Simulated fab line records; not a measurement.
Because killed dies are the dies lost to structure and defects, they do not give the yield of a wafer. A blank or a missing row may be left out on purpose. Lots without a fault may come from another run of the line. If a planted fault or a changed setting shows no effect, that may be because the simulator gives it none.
Which tool is to blame?    flow rit cmos    14 lots, 42 wafers sampled, at 4 steps of a route of 202

## WHAT THE GAUGES SHOWED, per wafer
RIT_FOX2_THK_MEAS_90. Usual: FIELD_OXIDE_LEFT_1_THK gives 322 nm (standard deviation 6.1).
lot   measured     on             FIELD_OXIDE_LEFT_1_THK (nm)  flag
L763  day 2 01:32  film metro-01  324 325 321                  
L764  day 2 05:50  film metro-01  309 311 310                  
L765  day 2 12:15  film metro-03  318 321 319                  
L766  day 2 16:35  film metro-02  324 330 323                  
L768  day 3 03:06  film metro-02  330 334 329                  
L771  day 3 16:16  film metro-03  327 333 331                  
L772  day 3 22:21  film metro-02  320 323 324                  
L773  day 4 02:57  film metro-03  325 325 330                  
L775  day 4 12:29  film metro-02  325 333 327                  
L776  day 4 18:20  film metro-02  315 317 317                  
L777  day 4 23:43  film metro-02  325 328 328                  
L778  day 5 04:34  film metro-02  317 319 314                  
L779  day 5 08:23  film metro-02  321 311 315                  
L782  day 5 23:47  film metro-02  319 317 317                  

RIT_PSD_OVL_MEAS_06. Usual: PSD_OVL gives 0.6 nm (standard deviation 1.7).
lot   measured     on          PSD_OVL (nm)    flag
L763  day 3 06:35  overlay-01  4.7 2.9 3.9     
L764  day 3 10:32  overlay-02  -3.4 -3.1 -2.5  
L765  day 3 19:44  overlay-01  0.6 0.3 1.9     
L766  day 3 22:49  overlay-02  0.9 -0.4 -0.7   
L768  day 4 08:35  overlay-02  2.7 2.1 0.9     
L771  day 4 22:26  overlay-02  1.4 1.1 1.8     
L772  day 5 03:43  overlay-02  0.0 0.3 0.9     
L773  day 5 10:38  overlay-02  -2.2 -1.5 -2.0  
L775  day 5 17:01  overlay-01  0.2 0.2 0.7     
L776  day 5 23:25  overlay-01  -0.5 -1.5 0.2   
L777  day 6 04:07  overlay-01  -0.6 -0.6 -0.4  
L778  day 6 08:39  overlay-01  1.5 -0.3 1.4    
L779  day 6 13:16  overlay-01  -0.1 -1.0 -0.4  
L782  day 7 04:50  overlay-01  1.4 1.1 0.0     

RIT_CONTACT_OVL_MEAS_09. Usual: CONTACT_OVL gives 0.4 nm (standard deviation 1.7).
lot   measured     on          CONTACT_OVL (nm)   flag
L763  day 3 09:50  overlay-02  0.5 1.0 0.8        
L764  day 3 13:51  overlay-02  -2.0 0.3 -0.5      
L765  day 3 22:56  overlay-01  -1.1 -0.1 -1.1     
L766  day 4 02:13  overlay-01  0.2 -0.1 0.5       
L768  day 4 11:58  overlay-02  -1.8 -1.5 -1.5     
L771  day 5 01:47  overlay-02  1.8 1.8 0.6        
L772  day 5 07:01  overlay-02  0.5 2.2 1.2        
L773  day 5 14:11  overlay-01  -0.2 -0.5 -1.2     
L775  day 5 20:27  overlay-01  130.9 130.8 131.4  OFF
L776  day 6 02:44  overlay-01  -0.2 1.0 0.7       
L777  day 6 07:34  overlay-01  132.0 132.9 132.7  OFF
L778  day 6 11:58  overlay-01  0.4 -0.6 0.4       
L779  day 6 16:30  overlay-01  2.4 1.8 2.0        
L782  day 7 08:13  overlay-01  5.0 2.9 4.7        

## WHICH TOOL RAN EACH LOT (tool, then ch and the chambers of the sampled wafers, then the start)
lot   RIT_CONTACT_EXPOSE_05
L763  iline stepper-01 ch 0, day 3 09:12
L764  iline stepper-02 ch 0, day 3 13:13
L765  iline stepper-02 ch 0, day 3 22:17
L766  iline stepper-01 ch 0, day 4 01:37
L768  iline stepper-02 ch 0, day 4 11:22
L771  iline stepper-01 ch 0, day 5 01:11
L772  iline stepper-02 ch 0, day 5 06:23
L773  iline stepper-01 ch 0, day 5 13:32
L775  iline stepper-02 ch 0, day 5 19:49
L776  iline stepper-01 ch 0, day 6 02:05
L777  iline stepper-02 ch 0, day 6 06:52
L778  iline stepper-01 ch 0, day 6 11:20
L779  iline stepper-01 ch 0, day 6 15:53
L782  iline stepper-01 ch 0, day 7 07:33
- RIT_CONTACT_EXPOSE_05: exposes mask M11, target cd 1000 nm.

## WHAT THE TOOLS THEMSELVES READ (means of the sampled wafers that have a number; where no wafer has one, the mark that the record gives instead)
The record holds no such reading with a usual standard deviation.

## THE ANSWER, worked out from the rows above alone
Rule: a lot counts as off when the mean over its wafers that have a number is more than 3 standard deviations away from the usual mean. Also off: a lot with no number at a reading for which 4 or more lots have one. All remaining lots with rows at the step are treated as sound. First the gauges in route order, then the tools' own readings, where a lot's mean is used as printed above. At the first step where some lot is off, the reading lying furthest off is the one used; lots without a number count as furthest.
Off: L775, L777, seen at RIT_CONTACT_OVL_MEAS_09 (CONTACT_OVL).
A tool fits if, at a process step before that reading, it ran every lot that is off, and no sound lot after the first of them. Those tools and the gauges at RIT_CONTACT_OVL_MEAS_09 are tried in the same way. One fits: iline stepper-02 at RIT_CONTACT_EXPOSE_05. Its last sound lot is L772 (day 5 06:23), its first lot that is off L775 (day 5 19:49): a fault that began between those two fits.

## WHAT THE SIMULATOR HAD INSERTED
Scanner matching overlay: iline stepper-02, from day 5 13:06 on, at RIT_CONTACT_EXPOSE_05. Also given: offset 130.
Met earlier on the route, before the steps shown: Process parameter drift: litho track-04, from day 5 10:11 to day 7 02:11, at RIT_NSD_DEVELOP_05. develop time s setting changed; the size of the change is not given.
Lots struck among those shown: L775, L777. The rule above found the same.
